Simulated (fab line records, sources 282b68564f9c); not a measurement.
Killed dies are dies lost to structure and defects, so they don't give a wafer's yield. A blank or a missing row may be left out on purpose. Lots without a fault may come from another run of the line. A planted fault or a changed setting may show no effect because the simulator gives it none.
Problem report in the 8D (eight disciplines) form, filled by code | flow rit_cmos | the parts of the form that need people (team, actions taken, sign-off) are left out

1. THE PROBLEM
tube_center_temp_C at RIT_FOX1_OXIDATION_00 reads a mean of 1088 C on 6 wafers of 2 lots; wafers without a fault read 1100 C with a standard deviation of 0.1. That is -99 or more standard deviations from the usual mean.
The step: target thk 350.7 nm, ox time 1130 s.
First seen on wafer L118.2, day 3 09:07, on furnace-01. The record holds 18 wafers of 6 lots with a number at this step. Rule for "out", or "out of limits": more than 4 standard deviations from the usual mean. The other wafers with a number count as sound.

2. WHAT IT IS AND WHAT IT IS NOT
question                    | is                                                                               | is not
which readings at this step | tube_center_temp_C, spike_tc_centre_C, spike_tc_source_C, tube_center_temp_C_max | zone_power_source_pct
which lots                  | L118, L121                                                                       | L110, L112, L128, L131
which wafers of those lots  | all that have a number                                                           | -
read on which tools         | furnace-01                                                                       | furnace-02, furnace-04
when                        | from day 3 09:07                                                                 | up to then (6 sound wafers); but 6 sound wafers of L128, L131 came after

3. SUSPECTS, AND WHAT RULES EACH OUT
Counting: a tool at a process step up to the reading stays a suspect if it ran every lot that is out and no sound lot after the first of them.
- plasma_asher-02 at RIT_ACTIVE_STRIP_14 (strips in O2, time 180 s): ruled out as a lasting fault. Sound lots L128 ran on it after its first lot that is out, L118 (day 3 06:50).
- furnace-01 at RIT_FOX1_OXIDATION_00 (target thk 350.7 nm, ox time 1130 s): kept. It ran every lot that is out, first L118 (day 3 09:07), and no sound lot after that; its last sound lot up to then is L110 (day 1 18:18). Its own readings are out on those wafers: spike_tc_centre_C, spike_tc_source_C, tube_center_temp_C, tube_center_temp_C_max.
Left after counting: furnace-01 at RIT_FOX1_OXIDATION_00.

4. THE CAUSE (what the simulator had put in)
Process parameter drift: furnace-01, from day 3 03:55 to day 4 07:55, at RIT_FOX1_OXIDATION_00. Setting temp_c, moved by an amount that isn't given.
Counting left only this tool.

5. THE CHAIN OF EFFECTS, in route order
Each row: a reading whose mean over the struck wafers that have a number lies more than 3 standard deviations from the usual. Only readings for which the record gives a usual standard deviation are gone through. hours: the time from each lot's start at the first step in this table that gives one to its start at this step, as a median over the lots. sigmas: the change in usual standard deviations.
hours | step                  | reading                | usual    | on struck wafers | change | sigmas
0     | RIT_FOX1_OXIDATION_00 | spike_tc_centre_C      | 1102.2 C | 1090.2           | -12.0  | -13
0     | RIT_FOX1_OXIDATION_00 | spike_tc_load_C        | 1126.7 C | 1117.5           | -9.2   | -4.0
0     | RIT_FOX1_OXIDATION_00 | spike_tc_source_C      | 1127.5 C | 1115.9           | -11.6  | -8.3
0     | RIT_FOX1_OXIDATION_00 | tube_center_temp_C     | 1100 C   | 1088             | -12    | -99 or more
0     | RIT_FOX1_OXIDATION_00 | tube_center_temp_C_max | 1102.8   | 1090.9           | -11.9  | -25
The process steps in it:
- RIT_FOX1_OXIDATION_00: target thk 350.7 nm, ox time 1130 s.
Later measuring or inspecting steps at which every struck wafer that the step has a row for has a number for every such reading, and none has moved that far: RIT_FOX1_THK_MEAS_01.

6. WHAT WOULD HAVE CAUGHT IT SOONER
In this record the first reading out of limits was taken at day 3 09:07, 5 hours after the fault began at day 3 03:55.
